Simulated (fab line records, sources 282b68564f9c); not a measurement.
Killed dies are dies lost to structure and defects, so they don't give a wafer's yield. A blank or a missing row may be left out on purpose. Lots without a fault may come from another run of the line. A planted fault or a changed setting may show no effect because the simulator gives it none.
Tool commonality check | flow rit_cmos | 14 lots, 48 wafers sampled

WHY IT WAS OPENED
At RIT_PLDD_TW_MEAS_10 the reading PLDD_TW is flagged on 2 of 14 lots. Wafers without a fault read 2336, standard deviation 23.
Rule: a lot is flagged when every wafer of it that has a number lies more than 4 standard deviations from that mean, or none has a number. The other lots count as sound.

lot  | measured    | on            | PLDD_TW, wafer by wafer       | flag
L495 | day 3 01:37 | film_metro-04 | 2325 2338 2333                |
L496 | day 3 05:05 | film_metro-03 | 2334 2340 2321                |
L497 | day 3 13:42 | film_metro-04 | 2323 2330 2342                |
L498 | day 3 16:46 | film_metro-04 | 2327 2327 2335                |
L499 | day 3 21:55 | film_metro-03 | 2344 2328 2333                |
L500 | day 4 02:33 | film_metro-04 | 2304 2307 2311                |
L501 | day 4 07:41 | film_metro-04 | 2316 2305 2303                |
L503 | day 4 17:10 | film_metro-04 | 2322 2311 2311                |
L505 | day 5 05:40 | film_metro-04 | 1458 1458 1458 1455 1458 1465 | FLAGGED
L508 | day 5 18:28 | film_metro-01 | 1504 1505 1505 1505 1505 1505 | FLAGGED
L510 | day 6 03:34 | film_metro-04 | 2326 2320 2329                |
L511 | day 6 08:07 | film_metro-04 | 2328 2308 2332                |
L512 | day 6 14:53 | film_metro-04 | 2319 2319 2331                |
L517 | day 7 15:03 | film_metro-01 | 2373 2376 2379                |
The numbers of the flagged lots are 1482 on average: -854 against the usual, or -37 standard deviations.

WHICH TOOL RAN EACH LOT
The record holds 2 process steps before the reading, out of a route of 202 steps. In each cell: the tool, then ch and the chambers that the sampled wafers went through, then the start.
lot  | flag    | RIT_PRETRO_STRIP_09                 | RIT_PLDD_IMPLANT_08
L495 |         | plasma_asher-03 ch 0,1, day 2 13:19 | implanter-02 ch 0, day 3 01:17
L496 |         | plasma_asher-02 ch 0,1, day 2 17:58 | implanter-04 ch 0, day 3 04:46
L497 |         | plasma_asher-02 ch 0,1, day 2 23:51 | implanter-02 ch 0, day 3 13:23
L498 |         | plasma_asher-01 ch 0,1, day 3 04:08 | implanter-03 ch 0, day 3 16:28
L499 |         | plasma_asher-02 ch 0,1, day 3 08:17 | implanter-04 ch 0, day 3 21:37
L500 |         | plasma_asher-02 ch 0,1, day 3 14:37 | implanter-02 ch 0, day 4 02:15
L501 |         | plasma_asher-02 ch 0,1, day 3 18:59 | implanter-02 ch 0, day 4 07:23
L503 |         | plasma_asher-02 ch 0,1, day 4 04:08 | implanter-02 ch 0, day 4 16:52
L505 | FLAGGED | plasma_asher-02 ch 0,1, day 4 15:40 | implanter-02 ch 0, day 5 05:20
L508 | FLAGGED | plasma_asher-01 ch 0,1, day 5 06:13 | implanter-02 ch 0, day 5 18:08
L510 |         | plasma_asher-02 ch 0,1, day 5 16:19 | implanter-04 ch 0, day 6 03:14
L511 |         | plasma_asher-03 ch 0,1, day 5 20:08 | implanter-03 ch 0, day 6 07:49
L512 |         | plasma_asher-03 ch 0,1, day 6 00:50 | implanter-04 ch 0, day 6 14:33
L517 |         | plasma_asher-01 ch 0,1, day 7 02:10 | implanter-04 ch 0, day 7 14:46
What these steps do:
- RIT_PRETRO_STRIP_09: strips in O2, time 180 s.
- RIT_PLDD_IMPLANT_08
- RIT_PLDD_TW_MEAS_10

FLAGGED OVER TOTAL, TOOL BY TOOL (the gauges that took the reading come last)
step                | tool            | lots run | flagged | share of the flagged lots | sound lots run after its first flagged lot
RIT_PRETRO_STRIP_09 | plasma_asher-01 | 3        | 1       | some                      | 1 (L517)
RIT_PRETRO_STRIP_09 | plasma_asher-02 | 8        | 1       | some                      | 1 (L510)
RIT_PRETRO_STRIP_09 | plasma_asher-03 | 3        | 0       | none                      | -
RIT_PLDD_IMPLANT_08 | implanter-02    | 7        | 2       | all                       | 0
RIT_PLDD_IMPLANT_08 | implanter-03    | 2        | 0       | none                      | -
RIT_PLDD_IMPLANT_08 | implanter-04    | 5        | 0       | none                      | -
RIT_PLDD_TW_MEAS_10 | film_metro-01   | 2        | 1       | some                      | 1 (L517)
RIT_PLDD_TW_MEAS_10 | film_metro-03   | 2        | 0       | none                      | -
RIT_PLDD_TW_MEAS_10 | film_metro-04   | 10       | 1       | some                      | 3 (L510,L511,L512)

WHAT THE TABLE ALLOWS
1 row of the table ran every flagged lot: implanter-02 at RIT_PLDD_IMPLANT_08.
- implanter-02 at RIT_PLDD_IMPLANT_08: 2 of its 7 lots flagged. Its last sound lot is L503 (day 4 16:52), its first flagged lot L505 (day 5 05:20): a fault that began between those two fits. Its own readings lie more than 4 standard deviations out on every wafer of the flagged lots: dose_ions_cm2, faraday_current_uA.
One tool is left: implanter-02 at RIT_PLDD_IMPLANT_08.

WHAT THE SIMULATOR HAD PUT IN
Process parameter drift: implanter-02, from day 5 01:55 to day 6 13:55, at RIT_PLDD_IMPLANT_08. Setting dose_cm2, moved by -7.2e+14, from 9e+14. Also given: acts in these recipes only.
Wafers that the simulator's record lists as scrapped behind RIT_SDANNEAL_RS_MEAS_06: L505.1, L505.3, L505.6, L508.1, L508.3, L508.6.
Lots struck among those shown: L505, L508. The rule above found the same.
